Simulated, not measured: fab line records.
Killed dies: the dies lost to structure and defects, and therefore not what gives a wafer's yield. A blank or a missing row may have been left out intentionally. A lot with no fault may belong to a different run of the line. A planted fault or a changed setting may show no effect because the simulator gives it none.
What tool caused it? -- flow rit_cmos -- 42 wafers from 14 lots sampled at 3 of the route's 202 steps

## WHAT THE GAUGES SHOWED, per wafer
RIT_PSD_TW_MEAS_10. Usual: PSD_TW typically reads 3385, with standard deviation 35.
lot,measured,on,PSD_TW,flag
L894,day 3 10:35,film_metro-03,3381 3382 3378,
L895,day 3 11:49,film_metro-03,3383 3374 3379,
L897,day 3 21:49,film_metro-04,3418 3422 3400,
L898,day 4 04:02,film_metro-01,3339 3331 3340,
L899,day 4 07:20,film_metro-03,3375 3388 3379,
L901,day 4 17:31,film_metro-01,3343 3328 3322,
L902,day 5 00:04,film_metro-04,3415 3414 3430,
L906,day 5 18:25,film_metro-03,2937 2913 2937,OFF
L909,day 6 08:40,film_metro-04,3421 3419 3416,
L910,day 6 16:14,film_metro-01,2893 2898 2903,OFF
L911,day 6 20:21,film_metro-03,3365 3358 3361,
L912,day 7 01:20,film_metro-04,3429 3431 3413,
L913,day 7 05:10,film_metro-01,3368 3359 3364,
L914,day 7 09:25,film_metro-04,3421 3433 3440,

RIT_SDANNEAL_RS_MEAS_04: uses a four-point probe to measure. Usual: PSD_RS typically reads 115.96 ohm/sq, with standard deviation 0.28.
lot,measured,on,PSD_RS (ohm/sq),flag
L894,day 3 11:06,film_metro-03,115.73 115.60 116.25,
L895,day 3 12:26,film_metro-04,115.83 116.10 115.72,
L897,day 3 22:19,film_metro-04,116.06 116.34 115.78,
L898,day 4 04:37,film_metro-01,115.96 116.14 116.04,
L899,day 4 07:52,film_metro-01,116.02 116.13 115.92,
L901,day 4 17:59,film_metro-03,115.50 116.07 115.92,
L902,day 5 00:34,film_metro-04,115.35 115.96 115.61,
L906,day 5 18:56,film_metro-04,130.97 131.10 130.67,OFF
L909,day 6 09:11,film_metro-04,115.40 115.88 115.67,
L910,day 6 16:50,film_metro-03,131.43 131.55 131.27,OFF
L911,day 6 20:56,film_metro-03,116.03 116.41 116.36,
L912,day 7 02:02,film_metro-01,115.91 115.74 115.93,
L913,day 7 05:42,film_metro-03,115.39 115.62 115.72,
L914,day 7 09:55,film_metro-01,115.78 116.13 116.17,

## WHICH TOOL RAN EACH LOT (tool, then ch and the chambers of the sampled wafers, then the start)
lot,RIT_PSD_IMPLANT_08
L894,"implanter-01 ch 0, day 3 10:16"
L895,"implanter-04 ch 0, day 3 11:29"
L897,"implanter-04 ch 0, day 3 21:31"
L898,"implanter-02 ch 0, day 4 03:44"
L899,"implanter-04 ch 0, day 4 07:02"
L901,"implanter-02 ch 0, day 4 17:11"
L902,"implanter-01 ch 0, day 4 23:45"
L906,"implanter-02 ch 0, day 5 18:06"
L909,"implanter-04 ch 0, day 6 08:20"
L910,"implanter-02 ch 0, day 6 15:57"
L911,"implanter-04 ch 0, day 6 20:03"
L912,"implanter-01 ch 0, day 7 01:02"
L913,"implanter-04 ch 0, day 7 04:50"
L914,"implanter-01 ch 0, day 7 09:07"
- RIT_PSD_IMPLANT_08

## WHAT THE TOOLS THEMSELVES READ (means of the sampled wafers that have a number; where no wafer has one, the mark that the record gives instead)
RIT_PSD_IMPLANT_08. Usual: beam_on_s 12.60 s, standard deviation 0.29; dose_ions_cm2 5e+15, standard deviation 5.9e+12; end_station_pressure_torr 1.46e-05 Torr, standard deviation 7.1e-07; faraday_current_uA 12174, standard deviation 280.
lot,tool,beam_on_s (s),dose_ions_cm2,end_station_pressure_torr (Torr),faraday_current_uA,flag
L894,implanter-01,12.51,5e+15,1.47e-05,12234,
L895,implanter-04,12.36,5e+15,1.53e-05,12404,
L897,implanter-04,12.66,5e+15,1.49e-05,12122,
L898,implanter-02,12.99,5e+15,1.50e-05,11820,
L899,implanter-04,12.37,5e+15,1.47e-05,12383,
L901,implanter-02,13.06,5e+15,1.49e-05,11736,
L902,implanter-01,12.75,5e+15,1.42e-05,12046,
L906,implanter-02,10.01,2e+15,9.57e-06,5600,OFF
L909,implanter-04,12.17,5e+15,1.44e-05,12588,
L910,implanter-02,9.99,2e+15,9.63e-06,5626,OFF
L911,implanter-04,12.51,5e+15,1.53e-05,12243,
L912,implanter-01,12.53,5e+15,1.44e-05,12232,
L913,implanter-04,12.48,5e+15,1.49e-05,12345,
L914,implanter-01,12.65,5e+15,1.49e-05,12116,

## THE ANSWER, worked out from the rows above alone
Rule: a lot counts as off when the mean over its wafers that have a number is more than 3 standard deviations away from the usual mean. Also off: a lot with no number at a reading for which 4 or more lots have one. All remaining lots with rows at the step are treated as sound. After the gauges, taken in route order, come the tools' own readings; for these a lot's mean is taken, as printed above. The first step at which some lot is off is used, and at that step the reading that is off furthest; a lot without a number counts as furthest.
Off: L906, L910, seen at RIT_PSD_TW_MEAS_10 (PSD_TW).
A tool fits if, at a process step before that reading, it ran every lot that is off, and no sound lot after the first of them. The gauges at RIT_PSD_TW_MEAS_10 aren't tried: what is off there is off at RIT_PSD_IMPLANT_08 too, on other tools, and a gauge's error can't cause that. One candidate fits, namely implanter-02 at RIT_PSD_IMPLANT_08. Its last sound lot is L901 (day 4 17:11), its first lot that is off L906 (day 5 18:06): a fault that began between those two fits.
The tool's own readings at RIT_PSD_IMPLANT_08 bear it out: on the lots that are off they differ by more than 5 times the standard deviation of the sound lots' means. beam_on_s reads 10.00 s there against 12.59 s on the sound lots; dose_ions_cm2 reads 2e+15 there against 5e+15 on the sound lots; end_station_pressure_torr reads 9.60e-06 Torr there against 1.48e-05 Torr on the sound lots; faraday_current_uA reads 5613 there against 12189 on the sound lots.

## WHAT HAD BEEN PUT IN BY THE SIMULATOR
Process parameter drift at RIT_PSD_IMPLANT_08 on implanter-02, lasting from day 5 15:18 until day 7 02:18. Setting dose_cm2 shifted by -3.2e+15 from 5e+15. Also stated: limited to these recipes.
Shown lots that were struck: L906, L910. The rule given above showed the same thing.
